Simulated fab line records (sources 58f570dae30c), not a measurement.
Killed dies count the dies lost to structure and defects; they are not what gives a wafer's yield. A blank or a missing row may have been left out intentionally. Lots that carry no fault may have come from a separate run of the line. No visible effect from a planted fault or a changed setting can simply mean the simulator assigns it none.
Matching of chambers -- flow berkeleyCmos170 -- UCB170_SPACER_CVD_00 on pecvd-04: 3 sister chambers
The step deposits SiO2 from TEOS/O2, target thk 376 nm, time 47 s. 3 wafers are shown with their chamber, then 7 later ones without.

WAFERS WITH THEIR CHAMBER
wafer,chamber,heaterPowerW (W)
L496.2,0,271
L501.1,1,258
L501.5,2,369

WAFERS WITH NO CHAMBER GIVEN
wafer,heaterPowerW (W)
L501.6,212
L503.1,196
L503.5,207
L503.6,323
L504.2,274
L504.4,222
L504.5,282

WHICH CHAMBER EACH ONE RAN IN
wafer,from the rows above,in truth
L501.6,can't be placed: 1 or 0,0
L503.1,can't be placed: 1 or 0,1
L503.5,can't be placed: 1 or 0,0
L503.6,can't be placed: 2 or 0 or 1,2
L504.2,can't be placed: 0 or 1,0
L504.4,can't be placed: 1 or 0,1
L504.5,can't be placed: 0 or 1 or 2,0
Correct placement for 0 of the 7. From these rows, 7 cannot be placed; in 7 the true chamber is one of the candidates. Wrongly placed: 0.
How it was worked out, from the rows above alone: a wafer's distance from a chamber is the root of the sum, over the readings, of the square of ((its reading less the chamber's mean) divided by the reading's scatter). If the next closest chamber is less than 2 further off than the closest, the wafer can't be placed; otherwise it belongs to the closest. For every chamber, the mean is computed from those of its wafers that are shown. The scatter (one wafer shown for each chamber): square how far every hidden wafer sits from the nearest shown wafer, average those squares and take the square root.
